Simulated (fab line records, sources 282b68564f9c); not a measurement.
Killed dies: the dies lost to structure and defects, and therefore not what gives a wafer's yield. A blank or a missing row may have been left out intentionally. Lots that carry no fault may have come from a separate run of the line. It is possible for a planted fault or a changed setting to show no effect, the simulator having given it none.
Which tool is to blame? || flow rit-cmos || 18 wafers from 6 lots sampled at 2 of the route's 202 steps

## WHAT THE GAUGES READ, wafer by wafer
RIT_SPACER_THK_MEAS_04.
{"lot": "L239", "measured": "day 3 05:19", "on": "film-metro-02", "SPACER_NITRIDE_THK (nm)": "249.1 249.0 248.9"}
{"lot": "L241", "measured": "day 3 20:00", "on": "film-metro-04", "SPACER_NITRIDE_THK (nm)": "251.3 253.7 251.5"}
{"lot": "L243", "measured": "day 4 05:09", "on": "film-metro-03", "SPACER_NITRIDE_THK (nm)": "246.5 243.7 245.2"}
{"lot": "L245", "measured": "day 4 09:50", "on": "film-metro-03", "SPACER_NITRIDE_THK (nm)": "250.9 251.6 250.6"}
{"lot": "L258", "measured": "day 7 02:42", "on": "film-metro-03", "SPACER_NITRIDE_THK (nm)": "246.3 247.8 246.8"}
{"lot": "L260", "measured": "day 7 13:43", "on": "film-metro-03", "SPACER_NITRIDE_THK (nm)": "250.8 252.0 251.7"}

## TOOL THAT RAN EACH LOT (tool first, then ch and the chambers of the sampled wafers, then the start)
{"lot": "L239", "RIT_SPACER_CVD_03": "lpcvd-02 ch 1, day 3 03:23"}
{"lot": "L241", "RIT_SPACER_CVD_03": "lpcvd-02 ch 1, day 3 18:05"}
{"lot": "L243", "RIT_SPACER_CVD_03": "lpcvd-01 ch 1, day 4 03:14"}
{"lot": "L245", "RIT_SPACER_CVD_03": "lpcvd-02 ch 0, day 4 07:53"}
{"lot": "L258", "RIT_SPACER_CVD_03": "lpcvd-02 ch 1, day 7 00:46"}
{"lot": "L260", "RIT_SPACER_CVD_03": "lpcvd-01 ch 0, day 7 11:48"}
- RIT_SPACER_CVD_03: deposits Si3N4 from SiH2Cl2/NH3, target thk 250 nm, time 3300 s.

## THE ANSWER, worked out from the rows above alone
Rule: the lots themselves supply what counts as usual. Put in order of their means at a reading, lots are off if they are a third of the lots or fewer, leave a main group of 4 or more, and stand apart from it by a gap of 3 or more times the standard deviation of the main group's means; of several such gaps the widest counts. Not used: any main group whose means are identical at the precision the tables above print for the reading. A lot without any number at a reading at which 4 lots or more have one is off too. Where the step has rows for the other lots, those lots are counted as sound.
No lot is off on any of the readings shown, so nothing can be concluded from this.

## WHAT THE SIMULATOR HAD PUT IN
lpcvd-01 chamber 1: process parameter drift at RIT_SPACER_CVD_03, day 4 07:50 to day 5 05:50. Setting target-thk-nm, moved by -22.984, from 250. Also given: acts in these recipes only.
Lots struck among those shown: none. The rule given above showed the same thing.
